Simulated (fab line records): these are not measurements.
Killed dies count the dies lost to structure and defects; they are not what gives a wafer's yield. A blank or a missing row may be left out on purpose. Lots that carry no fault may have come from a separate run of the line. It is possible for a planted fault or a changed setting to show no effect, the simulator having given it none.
fab line records | flow rit_cmos
record lots=6 | wafers=18 | last_day=7
route steps=202 shown PRETRO@72 GATE@75 FOX2@80 M1@202
lots untouched by any fault: they come from a run of this same line in which no faults occurred
start_h: hours from the record's opening day to when the first of the lot's shown wafers began | wait_h: time in hours since the lot's previous step | " the same as in the row above | L1.1+2: a row that stands for several wafers | - either no value or no given start | * or withheld: withheld | < > ~ a bound
route shown NAME@n: a module of which the file shows steps, and the number in the route of the first | usual: mean/standard deviation taken from wafers without a fault | same: alike in all rows | chamber/n: place in a boat | sites: the reading at each site | _std_site: standard deviation of those values | _edge_site: outer sites' mean less inner sites' | radius_mm: how far each site lies from the wafer's centre | mask NAME#n: copy n | behind: the most recent tool/chamber to have shaped the wafer | hold: reason for holding the lot/hours on hold/outcome of the hold | device: whichever transistor did not switch (one of n, p or np) | end of line: tests run on the same wafers once the route is complete | a step given without rows: its recipe and nothing more | killed: not the wafer's yield, but the dies lost to structure and defects at the first sort | map: the dies of a wafer, with x for killed, . for not killed, _ for no die there
set.NAME: the run value of the setting; set.NAME@STEP: its run value at that earlier step | model.NAME: the simulator's own value behind a step, which no gauge read
lots at selected steps of the route; one table per step, one row per wafer
services: when a tool's chamber went out of use (start_h, in hours from the record's first day, below 0 if earlier), for how many hours, and the reason
## steps
# step RIT_PRETRO_IMPLANT_08
# recipe species=B | energy_kev=45.71 | dose_cm2=1.2e+13 | tilt_deg=7
# step RIT_PRETRO_STRIP_09
# recipe chemistry=O2 | time_s=180 | resist=NOVOLAK | platen_temp_c=withheld | power_w=500 | pressure_mtorr=4000 | o2_flow_sccm=4000
# usual drypump_motor_current_A=5.8/0.6
lot.wafer | tool            | chamber | start_h | wait_h | drypump_motor_current_A | rf_hours_counter_h
L748.3    | plasma_asher-02 | 1       | 35.80   | 0.1    | 6.5                     | -
L748.5    | "               | 1       | "       | "      | 6.5                     | -
L748.6    | "               | 0       | "       | "      | 6.0                     | -
L754.2    | plasma_asher-02 | 0       | 67.10   | 0.1    | 6.0                     | 27
L754.4    | "               | 1       | "       | "      | 6.5                     | -
L754.6    | "               | 0       | "       | "      | 6.0                     | -
L758.1    | plasma_asher-02 | 1       | 89.97   | 0.1    | 6.5                     | 29
L758.2    | "               | 0       | "       | "      | 6.0                     | 29
L758.3    | "               | 0       | "       | "      | 6.0                     | -
L762.2    | plasma_asher-02 | 0       | 108.56  | 0.1    | 6.0                     | 31
L762.3    | "               | 1       | "       | "      | 6.5                     | -
L762.6    | "               | 0       | "       | "      | 6.0                     | -
L768.3    | plasma_asher-01 | 0       | 136.36  | 0.1    | 5.4                     | -
L768.4    | "               | 1       | "       | "      | 4.8                     | -
L768.6    | "               | 0       | "       | "      | 5.3                     | -
L769.1    | plasma_asher-02 | 1       | 141.97  | 0.1    | 6.5                     | 36
L769.4    | "               | 0       | "       | "      | 6.0                     | -
L769.6    | "               | 1       | "       | "      | 6.5                     | -
# step RIT_PRETRO_TW_MEAS_10
# usual PRETRO_TW=474.2/2.9
lot.wafer | tool          | chamber | start_h | wait_h | PRETRO_TW
L748.3    | film_metro-04 | -       | 35.94   | 0.1    | 475.2
L748.5    | "             | -       | "       | "      | 476.4
L748.6    | "             | -       | "       | "      | 475.6
L754.2    | film_metro-03 | -       | 67.29   | 0.1    | 471.6
L754.4    | "             | -       | "       | "      | 472.7
L754.6    | "             | -       | "       | "      | 472.5
L758.1    | film_metro-03 | -       | 90.15   | 0.1    | 468.7
L758.2    | "             | -       | "       | "      | 469.8
L758.3    | "             | -       | "       | "      | 469.8
L762.2    | film_metro-03 | -       | 108.75  | 0.1    | 472.8
L762.3    | "             | -       | "       | "      | 472.9
L762.6    | "             | -       | "       | "      | 474.2
L768.3    | film_metro-03 | -       | 136.50  | 0.1    | 468.8
L768.4    | "             | -       | "       | "      | 468.6
L768.6    | "             | -       | "       | "      | 469.2
L769.1    | film_metro-03 | -       | 142.14  | 0.1    | 470.7
L769.4    | "             | -       | "       | "      | 466.8
L769.6    | "             | -       | "       | "      | 465.6
# step RIT_GATE_WET_ETCH_00
# recipe chemistry=BOE | target=SiO2 | target_depth_nm=56 | time_s=60 | dry=n2_spin | dilution=10:1 | temp_c=21.5
# step RIT_GATE_CLEAN_01
# recipe chemistry=SC1 | mix=3:3:50 | time_s=600 | temp_c=75
# step RIT_GATE_CLEAN_02
# recipe chemistry=dHF | dilution=50:1 | time_s=30
# step RIT_GATE_CLEAN_03
# recipe chemistry=SC2 | mix=3:3:50 | time_s=600 | temp_c=75 | dry=n2_spin
# step RIT_GATE_CLEAN_04
# recipe chemistry=dHF | dilution=50:1 | time_s=60 | dry=n2_spin
# step RIT_FOX2_THK_MEAS_91
# recipe reads=SiO2_of_FOX2_OXIDATION_00
# usual FIELD_OXIDE_LEFT_2_THK=253/5.7
lot.wafer | tool          | chamber | start_h | wait_h | FIELD_OXIDE_LEFT_2_THK[nm]
L748.3    | film_metro-03 | -       | 36.45   | 0.0    | 248
L748.5    | "             | -       | "       | "      | 248
L748.6    | "             | -       | "       | "      | 247
L754.2    | film_metro-03 | -       | 67.76   | 0.0    | 253
L754.4    | "             | -       | "       | "      | 256
L754.6    | "             | -       | "       | "      | 253
L758.1    | film_metro-02 | -       | 90.62   | 0.0    | 250
L758.2    | "             | -       | "       | "      | 252
L758.3    | "             | -       | "       | "      | 246
L762.2    | film_metro-04 | -       | 109.23  | 0.0    | 247
L762.3    | "             | -       | "       | "      | 249
L762.6    | "             | -       | "       | "      | 245
L768.3    | film_metro-03 | -       | 136.97  | 0.0    | 258
L768.4    | "             | -       | "       | "      | 258
L768.6    | "             | -       | "       | "      | 262
L769.1    | film_metro-04 | -       | 142.62  | 0.0    | 245
L769.4    | "             | -       | "       | "      | 253
L769.6    | "             | -       | "       | "      | 249
# step RIT_GATE_OXIDATION_05
# recipe temp_c=900 | ambient=O2 | target_thk_a=30 | ox_time_s=270
# step RIT_GATE_ANNEAL_06
# recipe temp_c=900 | time_s=600 | ambient=N2O
# step RIT_GATE_THK_MEAS_07
# recipe reads=SiO2_of_GATE_OXIDATION_05
# usual GATE_OXIDE_THK=3.00/0.061
lot.wafer | tool          | chamber | start_h | wait_h | GATE_OXIDE_THK[nm]
L748.3    | film_metro-04 | -       | 37.84   | 0.0    | 3.06
L748.5    | "             | -       | "       | "      | 3.00
L748.6    | "             | -       | "       | "      | 3.11
L754.2    | film_metro-04 | -       | 69.15   | 0.0    | 3.02
L754.4    | "             | -       | "       | "      | 3.01
L754.6    | "             | -       | "       | "      | 3.02
L758.1    | film_metro-04 | -       | 94.50   | 0.0    | 2.94
L758.2    | "             | -       | "       | "      | 2.97
L758.3    | "             | -       | "       | "      | 3.08
L762.2    | film_metro-02 | -       | 111.61  | 0.0    | 2.95
L762.3    | "             | -       | "       | "      | 2.86
L762.6    | "             | -       | "       | "      | 2.91
L768.3    | film_metro-02 | -       | 139.01  | 0.0    | 3.02
L768.4    | "             | -       | "       | "      | 3.11
L768.6    | "             | -       | "       | "      | 3.03
L769.1    | film_metro-03 | -       | 144.92  | 0.0    | 3.01
L769.4    | "             | -       | "       | "      | 2.93
L769.6    | "             | -       | "       | "      | 2.93
# step RIT_GATE_CVD_08
# recipe material=poly-Si | target_thk_nm=250 | temp_c=610 | precursor=SiH4 | time_s=2220 | pressure_mtorr=300 | sih4_flow_sccm=100
lot.wafer | tool     | chamber | start_h | wait_h | model.poly-Si_of_GATE_CVD_08.thk_nm
L748.3    | lpcvd-02 | 1       | 39.64   | 1.8    | 250.8
L748.5    | "        | 1       | "       | "      | 249.6
L748.6    | "        | 1       | "       | "      | 250.3
L754.2    | lpcvd-01 | 0       | 69.42   | 0.3    | 245.4
L754.4    | "        | 0       | "       | "      | 245
L754.6    | "        | 0       | "       | "      | 246.4
L758.1    | lpcvd-02 | 1       | 94.56   | 0.1    | 378.2
L758.2    | "        | 1       | "       | "      | 377.1
L758.3    | "        | 1       | "       | "      | 376.3
L762.2+3  | lpcvd-02 | 1       | 111.66  | 0.0    | 375.1
L762.6    | "        | 1       | "       | "      | 374
L768.3    | lpcvd-01 | 0       | 139.05  | 0.0    | 249.5
L768.4    | "        | 0       | "       | "      | 248.6
L768.6    | "        | 0       | "       | "      | 248
L769.1    | lpcvd-01 | 0       | 144.98  | 0.1    | 251.6
L769.4    | "        | 0       | "       | "      | 251.3
L769.6    | "        | 0       | "       | "      | 252.5
# step RIT_GATE_THK_MEAS_09
# recipe reads=poly-Si_of_GATE_CVD_08
# usual GATE_POLY_THK=249.0/2.3
lot.wafer | tool          | chamber | start_h | wait_h | hold                     | GATE_POLY_THK[nm]
L748.3    | film_metro-04 | -       | 41.28   | 0.0    | -                        | 250.7
L748.5    | "             | -       | "       | "      | -                        | 249.7
L748.6    | "             | -       | "       | "      | -                        | 250.1
L754.2    | film_metro-04 | -       | 71.05   | 0.0    | -                        | 245.4
L754.4    | "             | -       | "       | "      | -                        | 244.9
L754.6    | "             | -       | "       | "      | -                        | 246.3
L758.1    | film_metro-02 | -       | 96.98   | 0.0    | await_dispo/0.2h/release | 378.1
L758.2    | "             | -       | "       | "      | await_dispo/0.2h/release | 377.5
L758.3    | "             | -       | "       | "      | await_dispo/0.2h/release | 376.2
L758.1    | film_metro-02 | -       | 97.21   | 0.2    | -                        | 378.4
L758.2    | "             | -       | "       | "      | -                        | 376.9
L758.3    | "             | -       | "       | "      | -                        | 376.2
L762.2    | film_metro-02 | -       | 114.10  | 0.0    | await_dispo/0.2h/release | 374.8
L762.3    | "             | -       | "       | "      | await_dispo/0.2h/release | 375.3
L762.6    | "             | -       | "       | "      | await_dispo/0.2h/release | 374.1
L762.2    | film_metro-02 | -       | 114.32  | 0.2    | -                        | 375.2
L762.3    | "             | -       | "       | "      | -                        | 375.3
L762.6    | "             | -       | "       | "      | -                        | 373.7
L768.3    | film_metro-04 | -       | 140.68  | 0.0    | -                        | 249.4
L768.4    | "             | -       | "       | "      | -                        | 248.6
L768.6    | "             | -       | "       | "      | -                        | 247.9
L769.1    | film_metro-02 | -       | 146.60  | 0.0    | -                        | 251.5
L769.4    | "             | -       | "       | "      | -                        | 251.2
L769.6    | "             | -       | "       | "      | -                        | 252.5
# step RIT_M1_PROBE_99
# usual defect_limited_yield=97.4/1.1 | killed_at_contacts=0.1/0.27 | killed_at_front_end=7/3 | killed_dies=7.0/3 | killed_on_rim=1.8/1.4 | killed_open=3.5/2.1 | killed_short=3.4/1.9 | sort_bin_3_pad_short=0.1/0.19 | sort_bin_5_function=1.4/0.77 | sort_bin_6_memory=1.1/0.72 | sort_n_pass=257.0/3 | sort_yield_pct=97.4/1.1
# same gross_dies=264 | killed_at_M0_to_M3=0 | killed_at_M4_up=0 | killed_at_back_side=0 | killed_at_other=0
lot.wafer | tool      | chamber | start_h | wait_h | defect_limited_yield[%] | killed_at_contacts | killed_at_front_end | killed_dies | killed_on_rim | killed_open | killed_short | sort_bin_3_pad_short[%] | sort_bin_5_function[%] | sort_bin_6_memory[%] | sort_n_pass | sort_yield_pct[%]
L748.3    | prober-01 | -       | 62.64   | 0.2    | 95.8                    | 0                  | 11                  | 11          | 5             | 8           | 3            | 0.4                     | 1.9                    | 1.9                  | 253.0       | 95.8
L748.5    | prober-01 | -       | 62.74   | 0.2    | 96.2                    | 0                  | 10                  | 10          | 2             | 4           | 6            | 0.4                     | 1.1                    | 2.3                  | 254.0       | 96.2
L748.6    | prober-01 | -       | 62.79   | 0.2    | 98.1                    | 0                  | 5                   | 5           | 1             | 1           | 4            | 0                       | 0.8                    | 1.1                  | 259.0       | 98.1
L754.2    | prober-02 | -       | 95.34   | 0.1    | 94.7                    | 0                  | 14                  | 14          | 2             | 5           | 9            | 0                       | 3.0                    | 2.3                  | 250.0       | 94.7
L754.4    | prober-02 | -       | 95.44   | 0.2    | 95.5                    | 0                  | 12                  | 12          | 3             | 7           | 5            | 0                       | 3.0                    | 1.5                  | 252.0       | 95.5
L754.6    | prober-02 | -       | 95.54   | 0.2    | 96.6                    | 0                  | 9                   | 9           | 5             | 4           | 5            | 0                       | 2.3                    | 1.1                  | 255.0       | 96.6
L768.3    | prober-02 | -       | 163.77  | 0.2    | 98.1                    | 0                  | 5                   | 5           | 0             | 2           | 3            | 0                       | 0.8                    | 1.1                  | 259.0       | 98.1
L768.4    | prober-02 | -       | 163.82  | 0.2    | 98.9                    | 0                  | 3                   | 3           | 2             | 1           | 2            | 0                       | 0.4                    | 0.8                  | 261.0       | 98.9
L768.6    | prober-02 | -       | 163.92  | 0.2    | 97.0                    | 0                  | 8                   | 8           | 2             | 3           | 5            | 0.4                     | 2.3                    | 0.4                  | 256.0       | 97.0
L769.1    | prober-01 | -       | 168.42  | 0.1    | 97.7                    | 0                  | 6                   | 6           | 2             | 1           | 5            | 0.4                     | 0.4                    | 1.5                  | 258.0       | 97.7
L769.4    | prober-01 | -       | 168.57  | 0.2    | 98.5                    | 1                  | 3                   | 4           | 1             | 2           | 2            | 0                       | 0.8                    | 0.8                  | 260.0       | 98.5
L769.6    | prober-01 | -       | 168.67  | 0.2    | 98.1                    | 0                  | 5                   | 5           | 0             | 1           | 4            | 0                       | 1.5                    | 0.4                  | 259.0       | 98.1
# killed by level:class
L748.3 GATE:geometric_particle:open=4 SILICIDE:geometric_particle:open=3 REOX:geometric_particle:short=2 FOX1:geometric_particle:open=1 GATE:geometric_particle:short=1
L748.5 REOX:geometric_particle:short=2 SPACER:geometric_particle:open=2 SILICIDE:geometric_particle:open=2 FOX2:geometric_particle:short=1 GATE:geometric_particle:short=1 SPACER:geometric_particle:short=1 SILICIDE:geometric_particle:short=1
L748.6 FOX2:geometric_particle:short=2 GATE:geometric_particle:short=2 SPACER:geometric_particle:open=1
L754.2 GATE:geometric_particle:short=4 GATE:geometric_particle:open=3 SPACER:geometric_particle:short=3 FOX1:geometric_particle:short=2 FOX1:geometric_particle:open=1 REOX:geometric_particle:open=1
L754.4 SILICIDE:geometric_particle:short=3 GATE:geometric_particle:open=2 SILICIDE:geometric_particle:open=2 FOX2:geometric_particle:open=1 GATE:geometric_particle:short=1 REOX:geometric_particle:short=1 REOX:geometric_particle:open=1 SPACER:geometric_particle:open=1
L754.6 FOX1:geometric_particle:short=2 GATE:geometric_particle:short=2 GATE:geometric_particle:open=2 FOX2:geometric_particle:short=1 SPACER:geometric_particle:open=1 SILICIDE:geometric_particle:open=1
L768.3 GATE:geometric_particle:short=2 FOX2:geometric_particle:short=1 REOX:geometric_particle:open=1 SILICIDE:geometric_particle:open=1
L768.4 GATE:geometric_particle:short=2 GATE:geometric_particle:open=1
L768.6 GATE:geometric_particle:short=3 FOX1:geometric_particle:short=1 FOX1:geometric_particle:open=1 GATE:geometric_particle:open=1 SPACER:geometric_particle:open=1 SILICIDE:geometric_particle:short=1
L769.1 FOX1:geometric_particle:short=2 FOX2:geometric_particle:open=1 FOX2:geometric_particle:short=1 GATE:geometric_particle:short=1 SILICIDE:geometric_particle:short=1
L769.4 GATE:geometric_particle:short=1 SPACER:geometric_particle:open=1 SILICIDE:geometric_particle:open=1 CONTACT:geometric_particle:short=1
L769.6 SILICIDE:geometric_particle:short=3 GATE:geometric_particle:short=1 GATE:geometric_particle:open=1
## services
tool            | chamber | start_h | hours | kind
lpcvd-02        | -       | 20.37   | 14.6  | pm
plasma_asher-02 | -       | 31.32   | 2.8   | pm
lpcvd-02        | -       | 34.97   | 2.8   | pm
plasma_asher-01 | -       | 108.87  | 9.0   | pm
plasma_asher-01 | 0       | 108.87  | 9.0   | vent_cycle
plasma_asher-01 | 1       | 108.87  | 9.0   | vent_cycle
plasma_asher-01 | -       | 117.87  | 2.8   | pm
plasma_asher-01 | 0       | 117.87  | -     | clean
plasma_asher-01 | 1       | 117.87  | -     | clean
plasma_asher-01 | -       | 120.62  | 14.6  | pm
## key
first_sign step=RIT_GATE_THK_MEAS_09 | reading=visit | direction=added
effect step=RIT_GATE_THK_MEAS_09 | reading=GATE_POLY_THK | direction=up | sigmas=55 | usual=249.0 | struck=376.0
model_effect step=RIT_GATE_CVD_08 | value=poly-Si_of_GATE_CVD_08.thk_nm | without=250.5 | struck=376
met_at RIT_GATE_CVD_08
struck_wafers L758.1,L758.2,L758.3,L762.2,L762.3,L762.6
scrapped_behind RIT_GATE_THK_MEAS_09 L758.1,L758.2,L758.3,L762.2,L762.3,L762.6
onset_between 39.64 94.56
fault kind=process_parameter_drift | tool=lpcvd-02 | chamber=- | onset_h=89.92 | steps=RIT_GATE_CVD_08 | channel=time_s | offset=* | shape=step | end_h=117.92 | acts_in=* | stated=*
